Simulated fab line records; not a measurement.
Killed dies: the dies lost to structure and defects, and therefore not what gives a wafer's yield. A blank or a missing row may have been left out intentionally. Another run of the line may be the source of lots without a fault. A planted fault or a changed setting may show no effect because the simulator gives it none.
Which tool is to blame? || flow berkeley-cmos170 || Sampling: 15 lots, 45 wafers, 2 of 331 route steps

WHAT THE GAUGES SHOWED, per wafer
UCB170_PSD_OVL_MEAS_07.
{"lot": "L536", "measured": "day 5 18:19", "on": "overlay-01", "PSD_OVL (nm)": "-2 -5 -9"}
{"lot": "L538", "measured": "day 6 10:50", "on": "overlay-02", "PSD_OVL (nm)": "12 7 7"}
{"lot": "L539", "measured": "day 7 02:03", "on": "overlay-01", "PSD_OVL (nm)": "1 0 -6"}
{"lot": "L540", "measured": "day 7 02:44", "on": "overlay-01", "PSD_OVL (nm)": "4 -2 -2"}
{"lot": "L543", "measured": "day 7 13:43", "on": "overlay-01", "PSD_OVL (nm)": "10 2 5"}
{"lot": "L544", "measured": "day 8 11:29", "on": "overlay-02", "PSD_OVL (nm)": "-11 -1 -6"}
{"lot": "L547", "measured": "day 8 15:46", "on": "overlay-01", "PSD_OVL (nm)": "-1 1 2"}
{"lot": "L548", "measured": "day 8 20:40", "on": "overlay-01", "PSD_OVL (nm)": "-7 -2 -3"}
{"lot": "L551", "measured": "day 9 12:50", "on": "overlay-02", "PSD_OVL (nm)": "-9 -2 -2"}
{"lot": "L550", "measured": "day 9 12:57", "on": "overlay-02", "PSD_OVL (nm)": "8 9 6"}
{"lot": "L553", "measured": "day 9 23:06", "on": "overlay-02", "PSD_OVL (nm)": "-6 -9 -7"}
{"lot": "L552", "measured": "day 9 23:22", "on": "overlay-01", "PSD_OVL (nm)": "0 4 -4"}
{"lot": "L558", "measured": "day 11 00:50", "on": "overlay-01", "PSD_OVL (nm)": "-8 -1 -6"}
{"lot": "L557", "measured": "day 11 01:02", "on": "overlay-02", "PSD_OVL (nm)": "-6 -3 -6"}
{"lot": "L559", "measured": "day 11 06:50", "on": "overlay-02", "PSD_OVL (nm)": "-1 -1 -2"}

UCB170_SILICIDE_RS_MEAS_02: measurement is done with a four-point probe.
{"lot": "L536", "measured": "day 6 01:39", "on": "film-metro-03", "SILICIDE_TI_RS (ohm/sq)": "26.1 25.9 26.2"}
{"lot": "L538", "measured": "day 6 15:05", "on": "film-metro-04", "SILICIDE_TI_RS (ohm/sq)": "25.5 25.8 26.0"}
{"lot": "L539", "measured": "day 7 05:42", "on": "film-metro-04", "SILICIDE_TI_RS (ohm/sq)": "26.2 25.9 26.0"}
{"lot": "L540", "measured": "day 7 06:23", "on": "film-metro-03", "SILICIDE_TI_RS (ohm/sq)": "25.1 25.5 25.5"}
{"lot": "L543", "measured": "day 7 17:20", "on": "film-metro-04", "SILICIDE_TI_RS (ohm/sq)": "25.7 25.9 25.5"}
{"lot": "L544", "measured": "day 8 15:22", "on": "film-metro-03", "SILICIDE_TI_RS (ohm/sq)": "26.1 25.9 25.8"}
{"lot": "L547", "measured": "day 8 20:45", "on": "film-metro-03", "SILICIDE_TI_RS (ohm/sq)": "26.3 25.5 25.6"}
{"lot": "L548", "measured": "day 9 00:37", "on": "film-metro-03", "SILICIDE_TI_RS (ohm/sq)": "25.9 26.2 26.2"}
{"lot": "L551", "measured": "day 9 17:46", "on": "film-metro-04", "SILICIDE_TI_RS (ohm/sq)": "26.6 26.7 26.6"}
{"lot": "L550", "measured": "day 9 17:33", "on": "film-metro-03", "SILICIDE_TI_RS (ohm/sq)": "26.3 26.2 26.0"}
{"lot": "L553", "measured": "day 10 05:39", "on": "film-metro-03", "SILICIDE_TI_RS (ohm/sq)": "25.6 26.2 26.3"}
{"lot": "L552", "measured": "day 10 05:38", "on": "film-metro-04", "SILICIDE_TI_RS (ohm/sq)": "26.2 25.9 26.3"}
{"lot": "L558", "measured": "day 11 08:44", "on": "film-metro-04", "SILICIDE_TI_RS (ohm/sq)": "25.4 26.1 25.6"}
{"lot": "L557", "measured": "day 11 08:43", "on": "film-metro-03", "SILICIDE_TI_RS (ohm/sq)": "25.6 25.6 25.3"}
{"lot": "L559", "measured": "day 11 11:42", "on": "film-metro-03", "SILICIDE_TI_RS (ohm/sq)": "25.4 25.5 25.8"}

TOOL THAT RAN EACH LOT (tool first, then ch and the chambers of the sampled wafers, then the start)
There is no process step in the record ahead of these readings.

AS READ BY THE TOOLS THEMSELVES (means over the sampled wafers that have a number; for cases with no such wafer, the mark the record gives instead)
The record holds no such reading with a usual standard deviation.

THE ANSWER, worked out from the rows above alone
Rule: what is usual is taken from the lots themselves. Put in order of their means at a reading, lots are off if they are a third of the lots or fewer, leave a main group of 4 or more, and stand apart from it by a gap of 3 or more times the standard deviation of the main group's means; of several such gaps the widest counts. If all means in a main group match to the digits the tables above print for the reading, that group is not used. Also off: a lot with no number at a reading for which 4 or more lots have one. Any other lot the step has rows for is counted as sound. After the gauges, taken in route order, come the tools' own readings; for these a lot's mean is taken, as printed above. The first step at which some lot is off is used, and at that step the reading that is off furthest; a lot without a number counts as furthest.
None of the lots is off at any reading shown; this tells nothing.

WHAT HAD BEEN PUT IN BY THE SIMULATOR
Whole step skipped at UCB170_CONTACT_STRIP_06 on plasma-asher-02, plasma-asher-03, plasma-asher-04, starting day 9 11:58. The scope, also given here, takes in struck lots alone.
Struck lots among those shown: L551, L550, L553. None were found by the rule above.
